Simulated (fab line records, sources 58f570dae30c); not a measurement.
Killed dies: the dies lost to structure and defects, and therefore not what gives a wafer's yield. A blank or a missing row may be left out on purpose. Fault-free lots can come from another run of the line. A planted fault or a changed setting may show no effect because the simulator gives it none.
Which tool did it? | flow berkeley-cmos170 | 45 wafers from 15 lots sampled at 3 of the route's 331 steps

== WHAT THE GAUGES READ, wafer by wafer ==
UCB170_PLDD_TW_MEAS_11. Usual: PLDD_TW gives 1004 (standard deviation 7.8).
lot  | measured     | on            | PLDD_TW        | flag
L683 | day 7 01:57  | film-metro-02 | 1000 1005 1007 |
L687 | day 8 00:07  | film-metro-01 | 997 987 992    |
L684 | day 8 00:23  | film-metro-02 | 1014 1006 1010 |
L686 | day 8 00:40  | film-metro-01 | 992 994 996    |
L689 | day 8 04:14  | film-metro-01 | 995 991 995    |
L691 | day 9 00:13  | film-metro-03 | 1010 1011 1006 |
L692 | day 9 00:28  | film-metro-01 | 997 1000 1003  |
L690 | day 9 00:35  | film-metro-02 | 1011 1011 1010 |
L696 | day 9 14:02  | film-metro-02 | 1150 1147 1143 | OFF
L701 | day 10 15:36 | film-metro-02 | 1139 1143 1141 | OFF
L700 | day 10 15:29 | film-metro-01 | 994 994 989    |
L702 | day 10 16:03 | film-metro-01 | 1125 1126 1119 | OFF
L703 | day 11 05:46 | film-metro-03 | 1006 1014 1011 |
L704 | day 11 05:54 | film-metro-01 | 1007 1005 1006 |
L705 | day 11 06:10 | film-metro-01 | 1008 1008 1005 |

UCB170_SDANNEAL_RS_MEAS_04: the measuring method here is four-point-probe. Usual: PLDD_RS gives 1031.0 ohm/sq (standard deviation 2.5).
lot  | measured     | on            | PLDD_RS (ohm/sq)     | flag
L683 | day 7 14:31  | film-metro-03 | 1032.3 1032.1 1030.5 |
L687 | day 8 13:19  | film-metro-02 | 1031.1 1031.6 1032.9 |
L684 | day 8 12:53  | film-metro-01 | 1027.0 1029.5 1028.1 |
L686 | day 8 14:25  | film-metro-02 | 1027.8 1033.8 1030.6 |
L689 | day 8 16:20  | film-metro-02 | 1031.2 1030.0 1027.5 |
L691 | day 9 16:53  | film-metro-01 | 1034.8 1034.5 1032.4 |
L692 | day 9 16:55  | film-metro-03 | 1028.1 1028.4 1030.6 |
L690 | day 9 17:39  | film-metro-01 | 1030.5 1030.4 1032.9 |
L696 | day 10 02:38 | film-metro-01 | 755.6 752.8 754.8    | OFF
L701 | day 11 06:44 | film-metro-01 | 757.8 755.6 757.3    | OFF
L700 | day 11 07:12 | film-metro-03 | 1030.9 1029.4 1030.6 |
L702 | day 11 07:11 | film-metro-02 | 758.8 756.9 755.1    | OFF
L703 | day 11 19:13 | film-metro-03 | 1031.8 1026.3 1028.9 |
L704 | day 11 18:49 | film-metro-02 | 1029.7 1032.6 1033.7 |
L705 | day 11 19:39 | film-metro-01 | 1031.2 1028.8 1030.5 |

== TOOL THAT RAN EACH LOT (tool first, then ch and the chambers of the sampled wafers, then the start) ==
lot  | UCB170_PLDD_IMPLANT_09
L683 | implanter-04 ch 0, day 7 01:42
L687 | implanter-01 ch 0, day 7 23:52
L684 | implanter-03 ch 0, day 8 00:08
L686 | implanter-01 ch 0, day 8 00:25
L689 | implanter-01 ch 0, day 8 04:01
L691 | implanter-03 ch 0, day 8 23:58
L692 | implanter-01 ch 0, day 9 00:14
L690 | implanter-04 ch 0, day 9 00:20
L696 | implanter-01 ch 0, day 9 13:26
L701 | implanter-04 ch 0, day 10 14:58
L700 | implanter-01 ch 0, day 10 15:14
L702 | implanter-03 ch 0, day 10 15:31
L703 | implanter-01 ch 0, day 11 05:31
L704 | implanter-04 ch 0, day 11 05:41
L705 | implanter-01 ch 0, day 11 05:55
- UCB170_PLDD_IMPLANT_09

== WHAT THE TOOLS THEMSELVES READ (means of the sampled wafers that have a number; where no wafer has one, the mark that the record gives instead) ==
The record holds no such reading with a usual standard deviation.

== THE ANSWER, worked out from the rows above alone ==
Rule: a lot counts as off when the mean over its wafers that have a number is more than 3 standard deviations away from the usual mean. A lot without any number at a reading at which 4 lots or more have one is off too. Any other lot the step has rows for is counted as sound. First the gauges in route order, then the tools' own readings, where a lot's mean is used as printed above. The first step at which some lot is off is used, and at that step the reading that is off furthest; a lot without a number counts as furthest.
Off: L696, L701, L702, seen at UCB170_PLDD_TW_MEAS_11 (PLDD_TW).
If a tool, at a process step before that reading, ran all the lots that are off and no sound lot after the first of them, it fits. Gauges at UCB170_PLDD_TW_MEAS_11: tried the same way as those tools. Not one of the candidates tried fits.

== WHAT WAS PUT IN BY THE SIMULATOR ==
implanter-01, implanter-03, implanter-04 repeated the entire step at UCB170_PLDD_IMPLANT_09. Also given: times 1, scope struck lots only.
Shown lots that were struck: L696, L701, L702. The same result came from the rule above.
